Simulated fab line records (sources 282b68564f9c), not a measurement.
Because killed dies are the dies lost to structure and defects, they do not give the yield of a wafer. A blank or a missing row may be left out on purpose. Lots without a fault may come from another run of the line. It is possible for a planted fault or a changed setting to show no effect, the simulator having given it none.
fab line records    flow ritCmos
record lots=5  wafers=23
route steps=202 shown SDANNEAL@156 PSD@157 CONTACT@171 M1@184
startH: hours from the record's first day to the start of the lot's first wafer shown    waitH: hours elapsed since this lot's preceding step    " the same as in the row above    L1.1+2: several wafers, shown together as one row    - no value, or no start given    * or withheld: withheld    < > ~ a bound
route shown NAME@n: names a module that has steps shown in the file, with the first one's number in the route    usual: average and standard deviation across the fault-free wafers    same: alike in all rows    chamber/n: place in a boat    sites: the reading at each site    _std_site: how widely they spread, as a standard deviation    _edge_site: mean of outer sites minus mean of inner sites    radiusMm: for every site, how far away it sits from the centre of the wafer    mask NAME#n: copy n    behind: the most recent tool/chamber to have shaped the wafer    hold: cause of the lot's hold/its duration in hours/its outcome    device: names the non-switching transistor (n, p or np)    end of line: the same wafers' tests at the end of the route    for a step that has no rows: nothing shown but its recipe    killed: dies lost to structure and defects at the first sort, not the wafer's yield    map: a wafer's dies, marking killed ones x, the rest . and places with no die _
set.NAME: the setting the step ran with; set.NAME@STEP: the setting that earlier step ran with    model.NAME: the simulator's own value behind a step, which no gauge read
lots run with intentionally changed settings; tables by step, rows by wafer
## steps
# step RIT_SDANNEAL_RTA_03
# recipe tempC=1050  timeS=5  idleTempC=600  rampUpCPerS=342  rampDownCPerS=171  coolToC=600  ambient=N2
lot.wafer       tool          chamber  startH  waitH  set.timeS
L077.4+5+6      rtpAnneal-01  0        65.50   0.0    5
L082.1+2+3      rtpAnneal-02  0        90.21   0.0    5
L082.4+6        "             0        "       "      4.69
L083.2+5+6      rtpAnneal-01  0        95.58   0.0    4.604
L083.3+4        "             0        "       "      5
L084.1+3+6      rtpAnneal-02  0        99.03   0.0    5.229
L084.2+5        "             0        "       "      5
L085.1+3+4+5+6  rtpAnneal-01  0        106.62  0.0    5
# step RIT_SDANNEAL_RS_MEAS_04
# recipe thkMeasGauge=four-point-probe
# usual PSD_RS=116.1/0.33
lot.wafer  tool          chamber  startH  waitH  set.timeS@SDANNEAL_RTA_03  PSD_RS[ohm/sq]
L077.4     filmMetro-01  -        65.58   0.1    5                          116.4
L077.5     "             -        "       "      5                          116.5
L077.6     "             -        "       "      5                          116.6
L082.1     filmMetro-01  -        90.27   0.0    5                          116.1
L082.2     "             -        "       "      5                          115.9
L082.3     "             -        "       "      5                          116.4
L082.4     "             -        "       "      4.69                       117.0
L082.6     "             -        "       "      4.69                       116.8
L083.2     filmMetro-04  -        95.65   0.1    4.604                      117.5
L083.3     "             -        "       "      5                          116.1
L083.4     "             -        "       "      5                          116.3
L083.5     "             -        "       "      4.604                      117.2
L083.6     "             -        "       "      4.604                      117.5
L084.1     filmMetro-04  -        99.09   0.0    5.229                      115.4
L084.2     "             -        "       "      5                          116.0
L084.3     "             -        "       "      5.229                      115.2
L084.5     "             -        "       "      5                          116.2
L084.6     "             -        "       "      5.229                      115.3
L085.1     filmMetro-01  -        106.68  0.0    5                          115.9
L085.3     "             -        "       "      5                          116.4
L085.4     "             -        "       "      5                          116.3
L085.5     "             -        "       "      5                          115.9
L085.6     "             -        "       "      5                          116.2
# step RIT_CONTACT_COAT_03
# recipe resist=NOVOLAK  spinRpm=3250  resistThkNm=1000
lot.wafer  tool           chamber  startH  waitH  set.spinRpm  model.NOVOLAK_of_CONTACT_COAT_03.thkNm
L077.4     lithoTrack-01  0        66.86   0.1    3250         1005
L077.5     "              0        "       "      3250         1002
L077.6     "              0        "       "      3250         1004
L082.1     lithoTrack-02  0        91.53   0.1    3250         1000
L082.2     "              0        "       "      3250         996.1
L082.3     "              0        "       "      3250         996.3
L082.4     "              0        "       "      3250         997.7
L082.6     "              0        "       "      3250         999.6
L083.2     lithoTrack-03  0        97.22   0.1    3250         1006
L083.3     "              0        "       "      3455         978.3
L083.4     "              0        "       "      3455         976.9
L083.5     "              0        "       "      3250         1004
L083.6     "              0        "       "      3455         978.4
L084.1     lithoTrack-03  0        100.39  0.1    3250         1003
L084.2     "              0        "       "      3334         989.2
L084.3     "              0        "       "      3250         1001
L084.5     "              0        "       "      3250         1004
L084.6     "              0        "       "      3334         986.5
L085.1     lithoTrack-02  0        107.98  0.1    3250         998.7
L085.3     "              0        "       "      3250         999.8
L085.4     "              0        "       "      3250         999.1
L085.5     "              0        "       "      3250         998.4
L085.6     "              0        "       "      3250         1002
# step RIT_CONTACT_SOFTBAKE_04
# recipe resist=NOVOLAK  tempC=90  timeS=60
# step RIT_CONTACT_EXPOSE_05
# recipe maskId=M11  na=0.6  sourceShape=conventional  sigmaOuter=0.5  targetCdNm=1000  doseMj=250
# step RIT_CONTACT_HARDBAKE_10
# recipe resist=NOVOLAK  tempC=140  timeS=60
lot.wafer  tool           chamber  startH  waitH  set.spinRpm@CONTACT_COAT_03  model.NOVOLAK_of_CONTACT_COAT_03.thkNm
L077.4     lithoTrack-02  0        68.00   0.1    3250                         887.4
L077.5     "              0        "       "      3250                         885.2
L077.6     "              0        "       "      3250                         886.8
L082.1     lithoTrack-01  0        92.50   0.0    3250                         883.5
L082.2     "              0        "       "      3250                         879.9
L082.3     "              0        "       "      3250                         880.1
L082.4     "              0        "       "      3250                         881.2
L082.6     "              0        "       "      3250                         882.9
L083.2     lithoTrack-03  0        98.35   0.0    3250                         888.9
L083.3+6   "              0        "       "      3455                         864.4
L083.4     "              0        "       "      3455                         863
L083.5     "              0        "       "      3250                         887
L084.1     lithoTrack-01  0        101.48  0.0    3250                         885.9
L084.2     "              0        "       "      3334                         873.9
L084.3     "              0        "       "      3250                         884.6
L084.5     "              0        "       "      3250                         886.7
L084.6     "              0        "       "      3334                         871.4
L085.1     lithoTrack-03  0        109.08  0.0    3250                         882.1
L085.3     "              0        "       "      3250                         883.2
L085.4     "              0        "       "      3250                         882.5
L085.5     "              0        "       "      3250                         881.9
L085.6     "              0        "       "      3250                         885.3
# step RIT_M1_SPUTTER_00
# recipe material=Al  targetThkNm=400  powerW=2000  chamberPressurePa=0.4  gas=Ar  timeS=500  substrateTempC=25
lot.wafer  tool           chamber  startH  waitH  set.chamberPressurePa  model.Al_of_M1_SPUTTER_00.thkNm
L077.4     pvdSputter-01  -        69.02   0.0    0.4                    407.5
L077.5     "              -        "       "      0.4                    407.8
L077.6     "              -        "       "      0.4                    408.2
L082.1     pvdSputter-02  -        93.51   0.0    0.4                    402.8
L082.2     "              -        "       "      0.4                    400
L082.3     "              -        "       "      0.4                    404.9
L082.4     "              -        "       "      0.4                    398.2
L082.6     "              -        "       "      0.4                    409.2
L083.2     pvdSputter-04  -        99.53   0.0    0.4269                 392
L083.3     "              -        "       "      0.4269                 394.2
L083.4     "              -        "       "      0.4269                 393
L083.5     "              -        "       "      0.4269                 393.4
L083.6     "              -        "       "      0.4269                 393.7
L084.1     pvdSputter-02  -        102.72  0.0    0.4358                 392.8
L084.2+5   "              -        "       "      0.4358                 389.6
L084.3     "              -        "       "      0.4358                 387.4
L084.6     "              -        "       "      0.4358                 393.2
L085.1     pvdSputter-04  -        110.26  0.0    0.459                  389.4
L085.3     "              -        "       "      0.459                  383.1
L085.4     "              -        "       "      0.459                  384.6
L085.5     "              -        "       "      0.459                  383.4
L085.6     "              -        "       "      0.459                  391
# step RIT_M1_DEVELOP_08
# recipe resist=NOVOLAK  developTimeS=68  devTempC=23
lot.wafer       tool           chamber  startH  waitH  set.developTimeS
L077.4+5+6      lithoTrack-02  0        -       -      68
L082.1+2        lithoTrack-01  0        -       -      73.85
L082.3+4+6      "              0        "       "      68
L083.2+3+6      lithoTrack-04  0        -       -      76.29
L083.4+5        "              0        "       "      68
L084.1+2+3+5+6  lithoTrack-02  0        -       -      68
L085.1+3+6      lithoTrack-01  0        -       -      60.64
L085.4+5        "              0        "       "      68
# step RIT_M1_CD_MEAS_09
# recipe targetCdNm=2600
# usual cdNm=2600.6/2.2
lot.wafer  tool      chamber  startH  waitH  set.developTimeS@M1_DEVELOP_08  cdNm
L077.4     cdSem-01  -        70.56   -      68                              2599.0
L077.5     "         -        "       "      68                              2601.2
L077.6     "         -        "       "      68                              2600.3
L082.1     cdSem-01  -        94.86   -      73.85                           2591.5
L082.2     "         -        "       "      73.85                           2593.7
L082.3     "         -        "       "      68                              2600.8
L082.4     "         -        "       "      68                              2599.5
L082.6     "         -        "       "      68                              2601.3
L083.2     cdSem-02  -        101.03  -      76.29                           2587.9
L083.3     "         -        "       "      76.29                           2588.4
L083.4     "         -        "       "      68                              2597.5
L083.5     "         -        "       "      68                              2594.5
L083.6     "         -        "       "      76.29                           2585.7
L084.1     cdSem-02  -        104.32  -      68                              2600.0
L084.2     "         -        "       "      68                              2603.0
L084.3     "         -        "       "      68                              2600.7
L084.5     "         -        "       "      68                              2598.0
L084.6     "         -        "       "      68                              2602.6
L085.1     cdSem-02  -        111.74  -      60.64                           2611.3
L085.3     "         -        "       "      60.64                           2611.7
L085.4     "         -        "       "      68                              2601.4
L085.5     "         -        "       "      68                              2601.2
L085.6     "         -        "       "      60.64                           2612.2
# step RIT_M1_HARDBAKE_11
# recipe resist=NOVOLAK  tempC=140  timeS=120
# step RIT_M1_STRIP_13
# recipe chemistry=nmp  resist=NOVOLAK  tempC=80  timeS=600  dry=n2Spin
# step RIT_M1_STRIP_14
# recipe chemistry=O2  timeS=180  platenTempC=withheld  powerW=500  pressureMtorr=4000  o2FlowSccm=4000
# step RIT_M1_CD_MEAS_90
# recipe targetCdNm=2600
# usual cdNm=2603/3.4
lot.wafer  tool      chamber  startH  waitH  set.developTimeS@M1_DEVELOP_08  cdNm
L077.4     cdSem-01  -        71.48   0.1    68                              2601
L077.5     "         -        "       "      68                              2602
L077.6     "         -        "       "      68                              2600
L082.1     cdSem-01  -        95.80   0.1    73.85                           2596
L082.2     "         -        "       "      73.85                           2598
L082.3     "         -        "       "      68                              2604
L082.4     "         -        "       "      68                              2604
L082.6     "         -        "       "      68                              2604
L083.2     cdSem-02  -        101.95  0.1    76.29                           2590
L083.3     "         -        "       "      76.29                           2591
L083.4     "         -        "       "      68                              2598
L083.5     "         -        "       "      68                              2597
L083.6     "         -        "       "      76.29                           2586
L084.1     cdSem-02  -        105.36  0.1    68                              2600
L084.2     "         -        "       "      68                              2602
L084.3     "         -        "       "      68                              2600
L084.5     "         -        "       "      68                              2597
L084.6     "         -        "       "      68                              2604
L085.1     cdSem-02  -        112.72  0.2    60.64                           2617
L085.3     "         -        "       "      60.64                           2617
L085.4     "         -        "       "      68                              2605
L085.5     "         -        "       "      68                              2608
L085.6     "         -        "       "      60.64                           2616
## key
split step=RIT_SDANNEAL_RTA_03  setting=timeS  stated=5  by=wafer
response step=RIT_SDANNEAL_RS_MEAS_04  reading=PSD_RS  change=-0.145  per=1%  r=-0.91
split step=RIT_CONTACT_COAT_03  setting=spinRpm  stated=3250  by=wafer
response step=RIT_CONTACT_COAT_03  reading=model.NOVOLAK_of_CONTACT_COAT_03.thkNm  change=-4.56  per=1%  r=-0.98
response step=RIT_CONTACT_HARDBAKE_10  reading=model.NOVOLAK_of_CONTACT_COAT_03.thkNm  change=-3.99  per=1%  r=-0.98
split step=RIT_M1_SPUTTER_00  setting=chamberPressurePa  stated=0.4  by=lot
response step=RIT_M1_SPUTTER_00  reading=model.Al_of_M1_SPUTTER_00.thkNm  change=-1.31  per=1%  r=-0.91
split step=RIT_M1_DEVELOP_08  setting=developTimeS  stated=68  by=wafer
response step=RIT_M1_CD_MEAS_09  reading=cdNm  change=-0.844  per=1%  r=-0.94
response step=RIT_M1_CD_MEAS_90  reading=cdNm  change=-0.827  per=1%  r=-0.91
